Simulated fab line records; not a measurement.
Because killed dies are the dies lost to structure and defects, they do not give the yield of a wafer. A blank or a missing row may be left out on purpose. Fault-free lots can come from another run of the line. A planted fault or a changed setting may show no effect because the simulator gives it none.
2 desks, one fault    flow berkeley-cmos170    every desk sees just its own numbers, and what lay behind them comes last

== AT THE TOOL OWNER'S DESK: wet-bench-02 ==
The tool's own readings at UCB170_PSD_CLEAN_11 (cleans in SPM, time 600 s): means of the sampled wafers that have a number, for each lot that ran on this tool. The brackets show how far a lot's mean lies from the usual mean; more than 4 standard deviations puts the lot out of limits, marked OUT.
Columns: A = bath-guard-temp-C at UCB170_PSD_CLEAN_11, usual 119.9 C; B = bath-heat-duty-pct at UCB170_PSD_CLEAN_11, usual 13.2 %
lot   first seen here  A      B
L203  day 7 15:35      119.6  11.9
L204  day 7 15:35      119.6  11.0
Result from this desk: across the 2 lots, nothing is out of limits.

== FROM THE METROLOGY DESK ==
What the gauges read for every lot (on any tool): the sampled wafers with a number, averaged. The brackets show how far a lot's mean lies from the usual mean; more than 4 standard deviations puts the lot out of limits, marked OUT.
Columns: A = NVT_OVL at UCB170_NVT_OVL_MEAS_06, usual -3 nm; B = GATE_POLY_THK at UCB170_GATE_THK_MEAS_05, usual 214.3 nm; C = PLDD_RS at UCB170_SDANNEAL_RS_MEAS_04, usual 1031.6 ohm/sq
lot   first seen here  A   B      C
L198  day 5 10:02      3   212.4  1036.5
L199  day 5 10:08      -5  217.3  1033.7
L200  day 5 10:38      0   212.8  1030.7
L201  day 5 23:56      -3  214.9  1030.2
L202  day 6 00:04      -6  213.5  1030.0
L203  day 6 12:50      1   214.9  1035.1
L204  day 6 13:07      -9  214.4  1033.0
L215  day 8 23:02      -4  209.4  1031.4
L216  day 9 05:20      -1  212.9  1034.3
L218  day 9 16:46      -3  214.1  1035.0
L217  day 9 17:04      -9  214.9  1032.7
L220  day 9 23:38      4   213.9  1032.0
L219  day 9 23:50      4   210.4  1030.9
L221  day 10 16:52     -8  212.9  1026.5
Result from this desk: across the 14 lots, nothing is out of limits.

== BROUGHT TOGETHER ==
The tool owner's desk saw nothing out of limits.
The metrology desk saw nothing out of limits.

== WHAT THE SIMULATOR PUT IN ==
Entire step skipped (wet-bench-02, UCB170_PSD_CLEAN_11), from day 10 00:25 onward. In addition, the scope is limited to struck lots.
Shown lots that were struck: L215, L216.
